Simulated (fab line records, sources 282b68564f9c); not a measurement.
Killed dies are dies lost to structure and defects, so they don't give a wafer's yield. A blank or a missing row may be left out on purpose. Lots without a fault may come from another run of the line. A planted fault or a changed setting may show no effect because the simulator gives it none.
Problem report in the 8D (eight disciplines) form, filled by code | flow rit_cmos | the parts of the form that need people (team, actions taken, sign-off) are left out

1. THE PROBLEM
run_length_s at RIT_CONTACT_ETCH_11 reads a mean of 400.5 s on 2 wafers of 2 lots; wafers without a fault read 348.5 s with a standard deviation of 0.46. That is +99 or more standard deviations from the usual mean.
The step: etches SiO2 in CHF3/CF4/Ar, stops on TiSi2, target depth 480 nm, time 320 s.
First seen on wafer L454.2, day 4 06:28, on rie_diel-04. The record holds 42 wafers of 14 lots with a number at this step. Rule for "out", or "out of limits": more than 4 standard deviations from the usual mean. The other wafers with a number count as sound.

2. WHAT IT IS AND WHAT IT IS NOT
question                    | is               | is not
which readings at this step | run_length_s     | drypump_motor_current_A, oes_product_au, throttle_valve_pct
which lots                  | L454, L458       | L449, L450, L452, L453, L455, L462, L464, L465, L466, L468, L469, L471
which wafers of those lots  | L454.2, L458.1   | L454.3, L454.5, L458.2, L458.4
read on which tools         | rie_diel-04      | rie_diel-02, rie_diel-03
when                        | from day 4 06:28 | up to then (14 sound wafers); but 26 sound wafers of L455, L458, L462, L464, L465, L466, L468, L469, L471 came after

3. SUSPECTS, AND WHAT RULES EACH OUT
Counting: a tool at a process step up to the reading stays a suspect if it ran every lot that is out. Sound lots after the first of them don't rule it out here, since some wafers of a struck lot are sound.
- rie_diel-04 at RIT_CONTACT_ETCH_11 (etches SiO2 in CHF3/CF4/Ar, stops on TiSi2, target depth 480 nm, time 320 s): kept. It ran every lot that is out, first L454 (day 4 06:28); its last sound lot up to then is L453 (day 4 02:59). Its own readings are out on those wafers: run_length_s.
- Within rie_diel-04 at RIT_CONTACT_ETCH_11: the wafers that are out ran in chamber 2; their sound lot-mates ran in chambers 0, 1, 3.
Left after counting: rie_diel-04 at RIT_CONTACT_ETCH_11.

4. THE CAUSE (what the simulator had put in)
Process parameter drift: rie_diel-04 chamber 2, from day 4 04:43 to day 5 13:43, at RIT_CONTACT_ETCH_11. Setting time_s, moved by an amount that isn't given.
Counting left only this tool.

5. THE CHAIN OF EFFECTS, in route order
Each row: a reading whose mean over the struck wafers that have a number lies more than 3 standard deviations from the usual. Only readings for which the record gives a usual standard deviation are gone through. hours: the time from each lot's start at the first step in this table that gives one to its start at this step, as a median over the lots. sigmas: the change in usual standard deviations.
hours | step                | reading      | usual   | on struck wafers | change | sigmas
0     | RIT_CONTACT_ETCH_11 | run_length_s | 348.5 s | 400.5            | +52.0  | +99 or more
The process steps in it:
- RIT_CONTACT_ETCH_11: etches SiO2 in CHF3/CF4/Ar, stops on TiSi2, target depth 480 nm, time 320 s.

6. WHAT WOULD HAVE CAUGHT IT SOONER
In this record the first reading out of limits was taken at day 4 06:28, 2 hours after the fault began at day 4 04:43.
